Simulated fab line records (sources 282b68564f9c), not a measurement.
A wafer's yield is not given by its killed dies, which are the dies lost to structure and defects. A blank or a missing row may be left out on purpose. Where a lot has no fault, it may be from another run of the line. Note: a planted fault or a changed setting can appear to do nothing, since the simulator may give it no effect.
One fault through the eyes of 2 desks + flow rit cmos + each desk has only its own numbers; what lay behind them comes last

## AT THE TOOL OWNER'S DESK: lpcvd-02
The tool's own readings at RIT_GATE_CVD_08 (deposits poly-Si from SiH4, target thk 250 nm, time 2220 s): means of the sampled wafers that have a number, for each lot that ran on this tool. Any lot whose mean is over 4 standard deviations away from the usual mean is out of limits and marked OUT; that distance is given in the brackets.
Columns: A = pressure mtorr at RIT_GATE_CVD_08, usual 300.1 mTorr; B = sih4 flow sccm at RIT_GATE_CVD_08, usual 100.03 sccm; C = zone power load pct at RIT_GATE_CVD_08, usual 12.7 %; D = zone power source pct at RIT_GATE_CVD_08, usual 12.3 %
| lot  | first seen here | A     | B      | C    | D    |
|------|-----------------|-------|--------|------|------|
| L727 | day 2 15:38     | 299.7 | 100.17 | 11.1 | 12.1 |
| L729 | day 3 01:05     | 300.2 | 100.17 | 11.2 | 12.2 |
| L730 | day 3 08:55     | 299.8 | 100.11 | 11.1 | 12.1 |
| L731 | day 3 12:16     | 299.8 | 100.32 | 11.9 | 12.2 |
| L745 | day 6 10:18     | 300.8 | 99.85  | 12.0 | 12.2 |
| L746 | day 6 13:32     | 300.0 | 100.19 | 12.1 | 12.2 |
| L749 | day 7 05:14     | 299.9 | 99.89  | 12.0 | 12.2 |
Result from this desk: across the 7 lots, nothing is out of limits.

## FROM THE METROLOGY DESK
What the gauges read for every lot (on any tool): the sampled wafers with a number, averaged. Any lot whose mean is over 4 standard deviations away from the usual mean is out of limits and marked OUT; that distance is given in the brackets.
Columns: A = GATE_POLY_THK at RIT_GATE_THK_MEAS_09, usual 249.0 nm
| lot  | first seen here | A               |
|------|-----------------|-----------------|
| L727 | day 2 17:16     | 248.5           |
| L728 | day 2 21:23     | 248.3           |
| L729 | day 3 02:43     | 248.4           |
| L730 | day 3 10:32     | 157.6 (-40) OUT |
| L731 | day 3 13:53     | 158.0 (-40) OUT |
| L738 | day 5 01:35     | 247.0           |
| L740 | day 5 10:49     | 250.5           |
| L742 | day 5 20:23     | 248.2           |
| L744 | day 6 07:18     | 245.6           |
| L745 | day 6 11:55     | 247.7           |
| L746 | day 6 15:09     | 249.8           |
| L747 | day 6 20:40     | 249.0           |
| L748 | day 7 02:37     | 251.1           |
| L749 | day 7 06:52     | 253.7           |
This desk reports L730, L731 out of limits; the earliest was L730 at day 3 10:32 (GATE_POLY_THK at RIT_GATE_THK_MEAS_09). Within limits: L727, L728, L729, L738, L740, L742, L744, L745, L746, L747, L748, L749.

## BROUGHT TOGETHER
L730, L731 would have let the metrology desk raise an alarm at day 3 10:32.
The desk of the tool owner found nothing out of limits.
The tool owner's desk has L730, L731 on record, within its limits.
RIT_GATE_CVD_08 was run on lpcvd-02 by each of the lots named.

## WHAT THE SIMULATOR PUT IN
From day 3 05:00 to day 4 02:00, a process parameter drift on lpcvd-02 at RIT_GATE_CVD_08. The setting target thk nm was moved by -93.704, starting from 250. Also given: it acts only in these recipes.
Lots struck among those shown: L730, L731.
Per desk, hours elapsed from the start of the fault to the first reading out of limits: for the metrology desk, 6.
